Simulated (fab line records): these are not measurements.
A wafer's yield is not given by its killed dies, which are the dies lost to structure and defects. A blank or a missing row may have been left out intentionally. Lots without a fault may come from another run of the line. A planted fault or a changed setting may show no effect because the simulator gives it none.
Which of the tools did it? | flow berkeleyCmos170 | 14 lots, 42 wafers sampled, at 6 steps of a route of 331

## WHAT THE GAUGES SHOWED, per wafer
UCB170_FIELD_THK_MEAS_02.
lot  | measured    | on           | FIELD_OXIDE_THK (nm)
L706 | day 5 06:32 | filmMetro-03 | 532 529 536
L707 | day 5 06:32 | filmMetro-02 | 534 535 546
L708 | day 5 06:32 | filmMetro-01 | 561 557 561
L711 | day 5 15:01 | filmMetro-02 | 555 554 551
L709 | day 5 15:01 | filmMetro-03 | 572 558 564
L710 | day 5 15:02 | filmMetro-01 | 543 544 546
L712 | day 5 20:37 | filmMetro-02 | 544 542 542
L716 | day 6 22:31 | filmMetro-03 | 561 558 556
L718 | day 7 05:50 | filmMetro-01 | 567 575 557
L720 | day 7 18:29 | filmMetro-02 | 550 548 549
L722 | day 8 06:32 | filmMetro-02 | 551 554 560
L723 | day 8 06:33 | filmMetro-01 | 556 560 558
L726 | day 8 22:58 | filmMetro-02 | 573 561 567
L727 | day 8 22:58 | filmMetro-01 | 561 567 562

UCB170_PLDD_OVL_MEAS_07.
lot  | measured     | on         | PLDD_OVL (nm)
L706 | day 6 19:35  | overlay-01 | 2 3 1
L707 | day 6 19:19  | overlay-01 | -7 -1 2
L708 | day 6 19:29  | overlay-02 | -6 -5 -5
L711 | day 7 00:59  | overlay-02 | -3 -5 0
L709 | day 7 01:34  | overlay-02 | 0 -4 0
L710 | day 7 01:19  | overlay-02 | -4 4 -3
L712 | day 7 03:16  | overlay-02 | -2 1 1
L716 | day 8 15:12  | overlay-02 | -5 5 0
L718 | day 8 20:41  | overlay-01 | -5 -4 0
L720 | day 9 05:29  | overlay-01 | 2 2 1
L722 | day 10 04:43 | overlay-01 | -6 -4 -3
L723 | day 9 23:19  | overlay-02 | -5 -10 -5
L726 | day 10 20:49 | overlay-02 | -5 -5 -3
L727 | day 10 21:03 | overlay-01 | 3 2 3

UCB170_PLDD_TW_MEAS_11.
lot  | measured     | on           | PLDD_TW
L706 | day 6 20:03  | filmMetro-03 | 1015 1014 1020
L707 | day 6 19:45  | filmMetro-03 | 1012 1016 1015
L708 | day 6 19:55  | filmMetro-03 | 1016 1022 1013
L711 | day 7 01:25  | filmMetro-04 | 1003 1005 1008
L709 | day 7 02:01  | filmMetro-04 | 1037 1033 1032
L710 | day 7 01:46  | filmMetro-02 | 1029 1032 1027
L712 | day 7 03:41  | filmMetro-03 | 1005 1005 1000
L716 | day 8 15:38  | filmMetro-04 | 1027 1035 1036
L718 | day 8 21:08  | filmMetro-03 | 1005 1008 1011
L720 | day 9 05:55  | filmMetro-04 | 1004 1013 1006
L722 | day 10 05:09 | filmMetro-02 | 1022 1019 1024
L723 | day 9 23:46  | filmMetro-02 | 1027 1020 1025
L726 | day 10 21:14 | filmMetro-04 | 1010 1008 1007
L727 | day 10 21:29 | filmMetro-04 | 1007 1012 1007

UCB170_SPACER_THK_MEAS_01.
lot  | measured     | on           | SPACER_TEOS_THK (nm)
L706 | day 6 23:05  | filmMetro-03 | 377 377 383
L707 | day 6 22:14  | filmMetro-04 | 374 382 376
L708 | day 6 22:49  | filmMetro-01 | 373 373 371
L711 | day 7 04:31  | filmMetro-01 | 376 374 383
L709 | day 7 04:56  | filmMetro-04 | 378 377 381
L710 | day 7 04:46  | filmMetro-01 | 379 382 378
L712 | day 7 06:07  | filmMetro-01 | 377 379 382
L716 | day 8 17:43  | filmMetro-01 | 370 378 377
L718 | day 8 23:10  | filmMetro-04 | 372 371 374
L720 | day 9 08:05  | filmMetro-03 | 374 379 377
L722 | day 10 07:50 | filmMetro-01 | 379 375 382
L723 | day 10 02:01 | filmMetro-04 | 373 375 378
L726 | day 10 23:34 | filmMetro-04 | 365 373 381
L727 | day 11 00:05 | filmMetro-01 | 373 376 383

UCB170_SDANNEAL_RS_MEAS_04: a four-point-probe measurement.
lot  | measured     | on           | PLDD_RS (ohm/sq)
L706 | day 7 07:32  | filmMetro-04 | 1031.6 1032.0 1034.1
L707 | day 7 06:58  | filmMetro-04 | 1032.7 1029.6 1032.6
L708 | day 7 07:10  | filmMetro-03 | 1028.2 1027.1 1029.5
L711 | day 7 13:31  | filmMetro-02 | 1032.0 1031.1 1033.7
L709 | day 7 13:48  | filmMetro-04 | 968.0 966.7 967.3
L710 | day 7 14:06  | filmMetro-03 | 1028.8 1030.3 1032.9
L712 | day 7 14:25  | filmMetro-04 | 1028.8 1030.0 1033.1
L716 | day 9 04:53  | filmMetro-04 | 970.8 968.1 968.2
L718 | day 9 12:36  | filmMetro-03 | 1028.8 1030.2 1028.7
L720 | day 9 18:28  | filmMetro-02 | 1030.9 1030.7 1032.3
L722 | day 10 17:17 | filmMetro-04 | 1027.5 1034.1 1030.7
L723 | day 10 11:16 | filmMetro-02 | 1031.1 1031.4 1031.1
L726 | day 11 11:24 | filmMetro-04 | 1030.3 1026.8 1029.7
L727 | day 11 11:24 | filmMetro-02 | 1030.7 1029.8 1032.8

## TOOL THAT RAN EACH LOT (tool first, then ch and the chambers of the sampled wafers, then the start)
lot  | UCB170_PLDD_IMPLANT_08
L706 | implanter-03 ch 0, day 6 19:39
L707 | implanter-03 ch 0, day 6 19:21
L708 | implanter-04 ch 0, day 6 19:31
L711 | implanter-04 ch 0, day 7 01:01
L709 | implanter-04 ch 0, day 7 01:38
L710 | implanter-03 ch 0, day 7 01:24
L712 | implanter-03 ch 0, day 7 03:17
L716 | implanter-04 ch 0, day 8 15:15
L718 | implanter-01 ch 0, day 8 20:46
L720 | implanter-01 ch 0, day 9 05:32
L722 | implanter-03 ch 0, day 10 04:45
L723 | implanter-03 ch 0, day 9 23:23
L726 | implanter-03 ch 0, day 10 20:50
L727 | implanter-04 ch 0, day 10 21:05
- UCB170_PLDD_IMPLANT_08

## AS READ BY THE TOOLS THEMSELVES (means over the sampled wafers that have a number; for cases with no such wafer, the mark the record gives instead)
UCB170_PLDD_IMPLANT_08.
lot  | tool         | doseIonsCm2 | faradayCurrentUA
L706 | implanter-03 | 4.999e+13   | 160.0
L707 | implanter-03 | 5.000e+13   | 156.1
L708 | implanter-04 | 5.001e+13   | 159.0
L711 | implanter-04 | 5.004e+13   | 160.0
L709 | implanter-04 | 5.803e+13   | 186.3
L710 | implanter-03 | 5.003e+13   | 156.2
L712 | implanter-03 | 5.006e+13   | 158.4
L716 | implanter-04 | 5.797e+13   | 184.7
L718 | implanter-01 | 4.995e+13   | 160.1
L720 | implanter-01 | 5.002e+13   | 159.3
L722 | implanter-03 | 4.995e+13   | 160.4
L723 | implanter-03 | 4.998e+13   | 159.9
L726 | implanter-03 | 5.002e+13   | 160.9
L727 | implanter-04 | 4.999e+13   | 159.8

## THE ANSWER, worked out from the rows above alone
Rule: the lots themselves supply what counts as usual. Put in order of their means at a reading, lots are off if they are a third of the lots or fewer, leave a main group of 4 or more, and stand apart from it by a gap of 3 or more times the standard deviation of the main group's means; of several such gaps the widest counts. A main group whose means are all the same, to the digits that the tables above print for the reading, isn't used. Also off: a lot with no number at a reading for which 4 or more lots have one. Any other lot the step has rows for is counted as sound. Order of review: gauges by route order, followed by the tools' own readings, for which a lot's mean as printed above is used. At the first step where some lot is off, the reading lying furthest off is the one used; lots without a number count as furthest.
Off: at UCB170_SDANNEAL_RS_MEAS_04 (PLDD_RS), L709, L716. The main group has a mean of 1030.7 ohm/sq with a standard deviation of 1.3.
If a tool, at a process step before that reading, ran all the lots that are off and no sound lot after the first of them, it fits. Not tried: the gauges at UCB170_SDANNEAL_RS_MEAS_04; whatever is off there is also off at UCB170_PLDD_IMPLANT_08, on other tools, and gauge error can't account for it. No candidate that was tried fits.

## WHAT THE SIMULATOR HAD INSERTED
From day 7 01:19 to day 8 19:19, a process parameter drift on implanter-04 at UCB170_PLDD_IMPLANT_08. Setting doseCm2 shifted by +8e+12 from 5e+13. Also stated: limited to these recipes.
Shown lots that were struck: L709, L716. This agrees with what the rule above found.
